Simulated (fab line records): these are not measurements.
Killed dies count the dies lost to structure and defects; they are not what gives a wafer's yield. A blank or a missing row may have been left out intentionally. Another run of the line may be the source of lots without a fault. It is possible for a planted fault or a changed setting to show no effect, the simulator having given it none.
A struck lot beside a sound one :: flow berkeleyCmos170 :: 21 out of 331 route steps
Sound: these wafers, L977.2, L977.3, L977.6. Wafers L993.1, L993.4, L993.5 were the ones struck. The cause is given at the end.
Order at every step that has rows: each side's tool, ch and its chambers, its first start. Under that, the readings that differ: sound wafers :: struck wafers :: difference of the means :: sigmas: that difference in standard deviations of wafers without a fault.
alike: same words and numbers on both sides, and readings whose means sit less than 2 such deviations apart. not compared: any withheld reading, any reading some wafer has no value for, any bound like >300 that may hide the same value, and any number with overlapping values for which the record gives no deviation.
A row with sigmas, a row that says differs or no value, or rows on one side alone: a step with any of these is where the two part. Numbers that don't overlap but have no deviation are shown without sigmas and don't part them. A reading missing from all wafers of one side parts the sides only when that side holds two or more wafers.

UCB170_WELLDRIVE_THK_MEAS_02:
  struck on filmMetro-04, day 7 20:29; sound on filmMetro-02, day 4 06:04
  alike: WELLDRIVE_OXIDE_THK
then, 5 steps without rows for these wafers: UCB170_WELLDRIVE_ANNEAL_03 (time 900 s); UCB170_WELLDRIVE_WET_ETCH_04 (etches SiO2 in BOE, time 120 s); UCB170_ACTIVE_CLEAN_00 (cleans in SPM, time 600 s); UCB170_ACTIVE_CLEAN_01 (cleans in dHF, time 60 s); UCB170_ACTIVE_OXIDATION_02 (target thk 26.4 nm, ox time 1260 s).
UCB170_ACTIVE_THK_MEAS_03:
  struck on filmMetro-04, day 8 06:27; sound on filmMetro-04, day 4 16:36
  alike: ACTIVE_OXIDE_THK
then, 2 steps without rows for these wafers: UCB170_ACTIVE_ANNEAL_04 (time 900 s); UCB170_ACTIVE_CVD_05 (deposits Si3N4 from SiH2Cl2/NH3, target thk 220 nm, time 3300 s).
UCB170_ACTIVE_THK_MEAS_06:
  struck on filmMetro-02, day 8 13:37; sound on filmMetro-04, day 4 22:43
  alike: ACTIVE_NITRIDE_THK
then, 2 steps without rows for these wafers: UCB170_ACTIVE_HMDS_07 (prime time 60 s); UCB170_ACTIVE_COAT_08 (resist thk 900 nm).
UCB170_ACTIVE_SOFTBAKE_09: time 57.21 s.
  sound on lithoTrack-02 ch 0, day 4 23:06; struck on lithoTrack-02 ch 0, day 8 14:28
reading: heaterPowerTotalW (W)
sound: 57.56 57.61 57.55
struck: 55.13 55.20 55.16
difference: -2.41
sigmas: -50

reading: plateTempC (C)
sound: 130.11 130.07 129.89
struck: 125.85 125.65 125.77
difference: -4.27
sigmas: -36
then, 2 steps without rows for these wafers: UCB170_ACTIVE_EXPOSE_10 (exposes mask ACTIVE, target cd 1200 nm); UCB170_ACTIVE_PEB_11.
UCB170_ACTIVE_DEVELOP_12: develop time 45 s.
  sound on lithoTrack-04 ch 0; struck on lithoTrack-02 ch 0
reading: model.KrF_of_ACTIVE_COAT_08.thkNm (nm)
sound: 884.6 883.8 882.6
struck: 889.2 889.6 887.7
difference: +5.2
sigmas: 
UCB170_ACTIVE_CD_MEAS_13 targets a cd of 1200 nm.
  struck on cdSem-02, day 8 15:10; sound on cdSem-01, day 4 23:38
reading: cdNm (nm)
sound: 1198.0 1198.0 1199.0
struck: 1210.9 1211.3 1210.4
difference: +12.5
sigmas: +9
UCB170_ACTIVE_OVL_MEAS_14:
  struck on overlay-02, day 8 15:17; sound on overlay-01, day 4 23:44
  alike: ACTIVE_OVL
UCB170_ACTIVE_ETCH_15: etches Si3N4 in CH3F/Ar/O2, stops on SiO2, target depth 242 nm, time 151 s.
  sound on rieDiel-03 ch 2,3, day 4 23:46; struck on rieDiel-03 ch 0,3, day 8 15:19
reading: model.ACTIVE.cdNm (nm)
sound: 1198 1198 1199
struck: 1210 1211 1211
difference: +12
sigmas: 
  alike: drypumpMotorCurrentA, oesProductAu, throttleValvePct
  not compared: rfHoursCounterH
UCB170_ACTIVE_STRIP_16: strips in O2.
  sound on plasmaAsher-04 ch 1, day 4 23:52; struck on plasmaAsher-04 ch 0,1, day 8 15:25
  alike: drypumpMotorCurrentA, oesProductAu, stripTimeToEndpointS
  not compared: rfHoursCounterH
-- the record jumps here: 4 days lie between the struck wafers' starts before and after (it left off in module ACTIVE and takes up again in module M3, whose first step shown is number 331 of the route) --
UCB170_M3_PROBE_99:
  only the struck wafers here have rows in the record (prober-01, day 12 08:01); the sound ones have none

== WHERE THEY PART ==
At UCB170_ACTIVE_SOFTBAKE_09 first; at UCB170_M3_PROBE_99 last (within this record only).

WHY: the cause the simulator had injected
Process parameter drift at UCB170_ACTIVE_SOFTBAKE_09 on lithoTrack-02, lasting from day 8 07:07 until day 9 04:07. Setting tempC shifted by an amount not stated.
